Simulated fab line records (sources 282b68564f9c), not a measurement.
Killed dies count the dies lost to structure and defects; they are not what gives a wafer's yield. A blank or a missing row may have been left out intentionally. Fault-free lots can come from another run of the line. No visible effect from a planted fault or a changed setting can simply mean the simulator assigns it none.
What tool caused it? | flow rit cmos | 14 lots, 42 wafers sampled, at 4 steps of a route of 202

## WHAT THE GAUGES SHOWED, per wafer
RIT_PRETRO_OVL_MEAS_06.
lot  | measured    | on         | PRETRO_OVL (nm)
L568 | day 3 01:46 | overlay-02 | -1.5 -2.5 -2.3
L569 | day 3 02:22 | overlay-02 | 0.0 -1.0 -1.4
L570 | day 3 07:19 | overlay-02 | -2.4 -0.8 -1.3
L572 | day 3 13:59 | overlay-01 | -0.1 0.7 1.5
L573 | day 3 19:05 | overlay-01 | 1.9 -1.1 0.0
L574 | day 3 23:12 | overlay-01 | -2.9 -0.7 -1.1
L575 | day 4 03:32 | overlay-02 | -3.2 -3.5 -1.3
L577 | day 4 19:55 | overlay-02 | -0.6 -1.0 1.2
L579 | day 5 00:50 | overlay-01 | 1.6 1.7 2.0
L584 | day 6 01:44 | overlay-02 | -1.9 -1.7 -1.0
L586 | day 6 12:52 | overlay-02 | 2.6 -0.7 0.4
L587 | day 6 17:52 | overlay-02 | 0.3 -0.8 1.5
L588 | day 7 02:16 | overlay-02 | -0.8 -0.1 -1.2
L589 | day 7 03:42 | overlay-01 | -0.5 -0.3 0.6

RIT_NSD_OVL_MEAS_06.
lot  | measured    | on         | NSD_OVL (nm)
L568 | day 3 20:15 | overlay-02 | 1.2 0.0 0.8
L569 | day 3 19:40 | overlay-02 | 2.1 1.0 2.3
L570 | day 3 23:37 | overlay-02 | 1.4 1.4 2.1
L572 | day 4 07:23 | overlay-01 | -1.6 -1.0 -0.9
L573 | day 4 13:09 | overlay-02 | 0.2 -1.3 -0.4
L574 | day 4 16:41 | overlay-01 | -0.7 -0.8 -2.0
L575 | day 4 20:08 | overlay-02 | 0.4 0.2 1.1
L577 | day 5 11:44 | overlay-01 | -0.4 -0.7 0.2
L579 | day 5 17:07 | overlay-02 | -1.0 -1.3 1.2
L584 | day 6 19:07 | overlay-01 | 2.1 0.3 0.6
L586 | day 7 04:29 | overlay-02 | -0.8 0.9 0.7
L587 | day 7 09:28 | overlay-01 | -2.3 -1.3 -1.4
L588 | day 7 18:28 | overlay-01 | 0.0 -2.4 0.2
L589 | day 7 19:10 | overlay-02 | -1.4 -0.4 -1.0

## TOOL THAT RAN EACH LOT (tool first, then ch and the chambers of the sampled wafers, then the start)
lot  | RIT_GATE_STRIP_20                   | RIT_PLDD_DEVELOP_05
L568 | plasma asher-03 ch 0,1, day 3 08:41 | litho track-03 ch 0, day 3 15:00
L569 | plasma asher-02 ch 0,1, day 3 08:54 | litho track-01 ch 0, day 3 15:00
L570 | plasma asher-03 ch 0,1, day 3 13:50 | litho track-02 ch 0, day 3 19:00
L572 | plasma asher-03 ch 0,1, day 3 21:32 | litho track-01 ch 0, day 4 03:00
L573 | plasma asher-04 ch 0,1, day 4 00:54 | litho track-03 ch 0, day 4 08:00
L574 | plasma asher-02 ch 0,1, day 4 04:55 | litho track-01 ch 0, day 4 11:00
L575 | plasma asher-03 ch 0,1, day 4 09:59 | litho track-01 ch 0, day 4 15:00
L577 | plasma asher-02 ch 0,1, day 5 01:43 | litho track-03 ch 0, day 5 07:00
L579 | plasma asher-04 ch 0,1, day 5 07:07 | litho track-01 ch 0, day 5 12:00
L584 | plasma asher-04 ch 0,1, day 6 09:22 | litho track-03 ch 0, day 6 15:00
L586 | plasma asher-02 ch 0, day 6 18:22   | litho track-03 ch 0, day 7 00:00
L587 | plasma asher-03 ch 0,1, day 6 23:32 | litho track-03 ch 0, day 7 05:00
L588 | plasma asher-03 ch 1, day 7 07:48   | litho track-03 ch 0, day 7 14:00
L589 | plasma asher-02 ch 0, day 7 09:21   | litho track-02 ch 0, day 7 14:00
- RIT_GATE_STRIP_20: strips in O2, time 180 s.
- RIT_PLDD_DEVELOP_05: develop time 50 s.

## AS READ BY THE TOOLS THEMSELVES (means over the sampled wafers that have a number; for cases with no such wafer, the mark the record gives instead)
RIT_GATE_STRIP_20.
lot  | tool            | drypump motor current A (A)
L568 | plasma asher-03 | 5.9
L569 | plasma asher-02 | 6.3
L570 | plasma asher-03 | 6.2
L572 | plasma asher-03 | 6.2
L573 | plasma asher-04 | 5.8
L574 | plasma asher-02 | 6.2
L575 | plasma asher-03 | 6.2
L577 | plasma asher-02 | 6.3
L579 | plasma asher-04 | 5.9
L584 | plasma asher-04 | 5.8
L586 | plasma asher-02 | 6.1
L587 | plasma asher-03 | 6.2
L588 | plasma asher-03 | 5.6
L589 | plasma asher-02 | 6.1

RIT_PLDD_DEVELOP_05.
lot  | tool           | chill plate temp C (C) | developer temp C (C)
L568 | litho track-03 | 23.05                  | 23.05
L569 | litho track-01 | 23.00                  | 23.00
L570 | litho track-02 | 23.03                  | 22.92
L572 | litho track-01 | 22.92                  | 22.93
L573 | litho track-03 | 22.93                  | 22.93
L574 | litho track-01 | 23.03                  | 23.15
L575 | litho track-01 | 22.91                  | 22.09
L577 | litho track-03 | 23.10                  | 23.15
L579 | litho track-01 | 22.90                  | 22.07
L584 | litho track-03 | 23.18                  | 23.11
L586 | litho track-03 | 23.01                  | 23.01
L587 | litho track-03 | 23.10                  | 22.95
L588 | litho track-03 | 22.94                  | 22.99
L589 | litho track-02 | 22.95                  | 22.98

## THE ANSWER, worked out from the rows above alone
Rule: the usual values come from the lots themselves. Put in order of their means at a reading, lots are off if they are a third of the lots or fewer, leave a main group of 4 or more, and stand apart from it by a gap of 3 or more times the standard deviation of the main group's means; of several such gaps the widest counts. The tables above print the reading to a certain number of digits; a main group whose means all agree to those digits is not used. Also off: a lot with no number at a reading for which 4 or more lots have one. Where the step has rows for the other lots, those lots are counted as sound. Order of review: gauges by route order, followed by the tools' own readings, for which a lot's mean as printed above is used. The first step at which some lot is off is used, and at that step the reading that is off furthest; a lot without a number counts as furthest.
Off, at RIT_PLDD_DEVELOP_05 on developer temp C: L575, L579. The main group: mean 23.01 C, standard deviation 0.08.
If a tool, at that step or one of the process steps before it, ran each lot that is off and ran no sound lot following the first of them, it fits. One candidate fits, namely litho track-01 at RIT_PLDD_DEVELOP_05. A fault onset in the window from L574 (day 4 11:00, its last sound lot) to L575 (day 4 15:00, its first lot off) fits.
On the lots that are off, the tool's own readings at RIT_PLDD_DEVELOP_05 differ by more than 5 times the standard deviation of the sound lots' means, which bears it out; developer temp C reads 22.08 C there versus 23.01 C on the sound lots.

## WHAT WAS PUT IN BY THE SIMULATOR
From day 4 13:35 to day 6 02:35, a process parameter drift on litho track-01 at RIT_PLDD_DEVELOP_05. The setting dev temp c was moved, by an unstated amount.
Struck lots among those shown: L575, L579. This agrees with what the rule above found.
